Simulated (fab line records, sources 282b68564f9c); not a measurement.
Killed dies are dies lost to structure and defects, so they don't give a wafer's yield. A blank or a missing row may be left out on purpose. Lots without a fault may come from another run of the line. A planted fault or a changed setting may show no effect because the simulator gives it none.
fab line records | flow rit_cmos
record lots=13 wafers=39 last_day=7
route steps=202 shown GATE@95
lots that met no fault: from a run of the same line without faults
start_h: hours from the record's first day to the start of the lot's first wafer shown | wait_h: hours since the lot's step before | " the same as in the row above | L1.1+2: a row that stands for several wafers | - no value, or no start given | * or withheld: withheld | < > ~ a bound
route shown NAME@n: a module of which the file shows steps, and the number in the route of the first | usual: mean/standard deviation of fault-free wafers | same: alike in all rows | chamber/n: place in a boat | sites: the reading at each site | _std_site: their standard deviation | _edge_site: outer sites' mean less inner sites' | radius_mm: how far each site lies from the wafer's centre | mask NAME#n: copy n | behind: the tool/chamber that last shaped the wafer | hold: why the lot was held/for how many hours/how that ended | device: the transistor (n, p or np) that didn't switch | end of line: the same wafers' tests at the end of the route | a step without rows: its recipe alone | killed: dies lost to structure and defects at the first sort, not the wafer's yield | map: a wafer's dies, x killed, . not, _ none there
set.NAME: the setting as run; set.NAME@STEP: as run at that earlier step | model.NAME: the simulator's own value behind a step, which no gauge read
steps of the route over a sample of lots; a table a step, a row a wafer
services: from which hour (start_h, from the record's first day; less than 0 if before it) a tool's chamber was out of use, for how many hours, and why
## steps
# step RIT_GATE_ETCH_19
# recipe chemistry=SF6/CHF3/O2 time_s=165 SF6_flow_sccm=30 CHF3_flow_sccm=30 O2_flow_sccm=5 target=poly-Si pressure_mtorr=40 rf_w=160 target_depth_a=3125 over_etch_frac=0.25 stop_on=SiO2
# usual drypump_motor_current_A=5.8/0.46 he_backside_leak_sccm=2.8/0.4 oes_product_au=0.848/0.015 run_length_s=193.2/0.6 throttle_valve_pct=10.29/0.16
# columns lot.wafer tool chamber start_h wait_h drypump_motor_current_A he_backside_leak_sccm oes_product_au rf_hours_counter_h run_length_s throttle_valve_pct
L270.2 rie_si-01 3 38.67 0.1 6.1 3.1 0.853 3 193.2 10.46
L270.4 " 0 " " 5.9 2.6 0.818 79 193.4 10.03
L270.6 " 3 " " 6.1 3.0 0.858 - 192.9 10.46
L271.1 rie_si-02 1 42.66 0.1 5.9 3.1 0.854 2 192.3 10.19
L271.3 " 0 " " 5.3 2.5 0.843 147 193.3 10.46
L271.5 " 3 " " 6.4 3.0 0.880 - 192.6 10.24
L273.1 rie_si-02 2 52.06 0.1 6.2 2.9 0.842 140 192.3 10.10
L273.4 " 0 " " 5.3 2.8 0.841 - 193.4 10.45
L273.5 " 1 " " 5.9 3.0 0.839 - 192.6 10.20
L274.2 rie_si-01 0 58.10 0.1 5.9 2.7 0.812 79 193.4 10.03
L274.3 " 2 " " 5.5 2.4 0.858 29 194.4 10.43
L274.5 " 2 " " 5.5 2.4 0.863 - 194.4 10.44
L275.2 rie_si-02 0 62.97 0.1 5.2 3.0 0.835 147 193.3 10.45
L275.3 " 2 " " 6.2 2.9 0.841 140 192.5 10.10
L275.5 " 2 " " 6.2 2.8 0.851 - 193.0 10.09
L276.2 rie_si-01 2 67.37 0.1 5.4 2.5 0.868 29 194.0 10.45
L276.5 " 2 " " 5.5 2.6 0.866 - 194.0 10.44
L276.6 " 1 " " 5.0 2.8 0.855 - 193.7 10.35
L278.1 rie_si-01 1 76.40 0.1 5.0 2.6 0.870 96 194.0 10.37
L278.2 " 2 " " 5.5 2.5 0.867 29 193.9 10.45
L278.6 " 2 " " 5.5 2.6 0.875 - 194.1 10.45
L280.3 rie_si-01 3 90.55 0.1 6.1 3.2 0.864 3 193.1 10.47
L280.4 " 1 " " 5.0 2.8 0.860 96 193.8 10.35
L280.5 " 3 " " 6.1 3.0 0.866 - 193.5 10.47
L282.2 rie_si-01 1 98.26 0.1 5.0 2.8 0.843 96 193.4 10.34
L282.5 " 1 " " 5.0 2.8 0.855 - 193.7 10.35
L282.6 " 0 " " 5.9 2.6 0.817 - 193.2 10.02
L285.2 rie_si-02 3 111.66 0.1 6.4 2.6 0.854 0 192.7 10.26
L285.3 " 0 " " 5.3 2.7 0.837 148 193.4 10.46
L285.4 " 2 " " 6.2 2.8 0.847 140 192.6 10.10
L290.1 rie_si-01 1 136.36 0.1 5.0 2.8 0.775 96 216.8 10.34
L290.3 " 2 " " 5.4 2.5 0.863 30 194.1 10.44
L290.6 " 3 " " 6.1 3.1 0.860 - 193.2 10.47
L291.2 rie_si-02 0 143.39 0.1 5.3 2.4 0.841 0 193.3 10.46
L291.4 " 3 " " 6.4 2.6 0.856 1 192.7 10.23
L291.5 " 1 " " 6.0 3.2 0.845 - 192.4 10.19
L293.1 rie_si-02 2 152.34 0.1 6.2 2.8 0.832 141 192.7 10.09
L293.2 " 3 " " 6.4 2.7 0.848 1 192.3 10.26
L293.3 " 1 " " 6.0 3.2 0.837 3 192.5 10.19
## services
# columns tool chamber start_h hours kind
rie_si-02 2 41.79 8.6 repair
rie_si-02 3 50.37 - clean
rie_si-02 3 50.37 24.1 scheduled_down
rie_si-02 3 50.37 24.1 vent_cycle
rie_si-02 1 95.70 1.9 repair
rie_si-02 0 121.22 - clean
rie_si-02 0 121.22 12.4 scheduled_down
rie_si-02 0 121.22 12.4 vent_cycle
## key
first_sign step=RIT_GATE_ETCH_19 reading=run_length_s direction=up sigmas=39 usual=* struck=*
effect step=RIT_GATE_ETCH_19 reading=oes_product_au direction=down sigmas=4.7 usual=0.848 struck=0.775
met_at RIT_GATE_ETCH_19
struck_lots L290
struck_wafers L290.1
tester_left_out L290
onset_between 98.26 136.36
fault kind=process_parameter_drift tool=rie_si-01 chamber=1 onset_h=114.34 steps=RIT_GATE_ETCH_19 channel=time_s offset=* shape=step end_h=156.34 stated=*
# tester_left_out: of these lots the tester's yield and bins aren't shown, on N5 and GAA mostly nor the transistor test; their killed dies are dies lost to structure and defects alone, not to doping, threshold or leakage, so they don't give the yield
